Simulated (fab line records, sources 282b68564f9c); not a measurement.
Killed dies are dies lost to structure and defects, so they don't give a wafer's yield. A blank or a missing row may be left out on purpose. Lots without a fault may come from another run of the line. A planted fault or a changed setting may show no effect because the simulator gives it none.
One fault seen from 2 desks | flow rit_cmos | each desk has only its own numbers; what lay behind them comes last

THE METROLOGY DESK
What the gauges read, lot by lot, whatever tool the lot ran on: means of the sampled wafers that have a number. A lot is out of limits, marked OUT, if its mean lies more than 4 standard deviations from the usual mean; the brackets give that distance.
Columns: A = cd_nm at RIT_CONTACT_CD_MEAS_08, usual 1000.5 nm; B = CONTACT_OVL at RIT_CONTACT_OVL_MEAS_09, usual 0.4 nm; C = cd_nm at RIT_CONTACT_CD_MEAS_90, usual 1000.6 nm; D = M1_AL_RS at RIT_M1_RS_MEAS_01, usual 0.0732 ohm/sq; E = M1_AL_THK at RIT_M1_THK_MEAS_02, usual 405 nm; F = cd_nm at RIT_M1_CD_MEAS_09, usual 2600.0 nm; G = M1_OVL at RIT_M1_OVL_MEAS_10, usual 0.5 nm
lot  | first seen here | A      | B    | C      | D                | E             | F      | G
L670 | day 3 05:08     | 999.4  | -0.2 | 999.8  | 0.0735           | 405           | 2601.6 | 0.7
L671 | day 3 09:44     | 1000.5 | 0.1  | 1000.7 | 0.0735           | 405           | 2600.1 | -0.2
L675 | day 4 06:22     | 997.1  | -1.3 | 997.4  | 0.0932 (+23) OUT | 345 (-11) OUT | 2601.3 | -2.0
L682 | day 5 16:11     | 1001.8 | 2.9  | 1001.8 | 0.0732           | 406           | 2599.1 | 1.5
L689 | day 7 04:05     | 1000.8 | -0.5 | 1000.7 | 0.0728           | 411           | 2596.4 | 1.6
This desk's finding: out of limits on L675; first on L675, day 4 08:00 (M1_AL_RS at RIT_M1_RS_MEAS_01). In limits: L670, L671, L682, L689.

THE TOOL OWNER'S DESK: pvd_sputter-02
The tool's own readings at RIT_M1_SPUTTER_00 (material Al, target thk 400 nm, time 500 s): means of the sampled wafers that have a number, for each lot that ran on this tool. A lot is out of limits, marked OUT, if its mean lies more than 4 standard deviations from the usual mean; the brackets give that distance.
Columns: A = throttle_valve_pct at RIT_M1_SPUTTER_00, usual 30.0 %
lot  | first seen here | A
L671 | day 3 10:53     | 30.1
L675 | day 4 07:42     | 30.5
This desk's finding: nothing out of limits on any of the 2 lots.

PUT TOGETHER
The metrology desk could have raised an alarm at day 4 08:00, on L675.
The tool owner's desk saw nothing out of limits.
The tool owner's desk has L675 on record, within its limits.
Of the lots named, all ran RIT_M1_SPUTTER_00 on pvd_sputter-02.

WHAT THE SIMULATOR HAD PUT IN
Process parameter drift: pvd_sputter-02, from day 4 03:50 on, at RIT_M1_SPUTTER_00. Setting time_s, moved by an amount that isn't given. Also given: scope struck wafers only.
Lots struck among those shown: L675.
Hours from the fault's start to each desk's first reading out of limits: the metrology desk, 4.
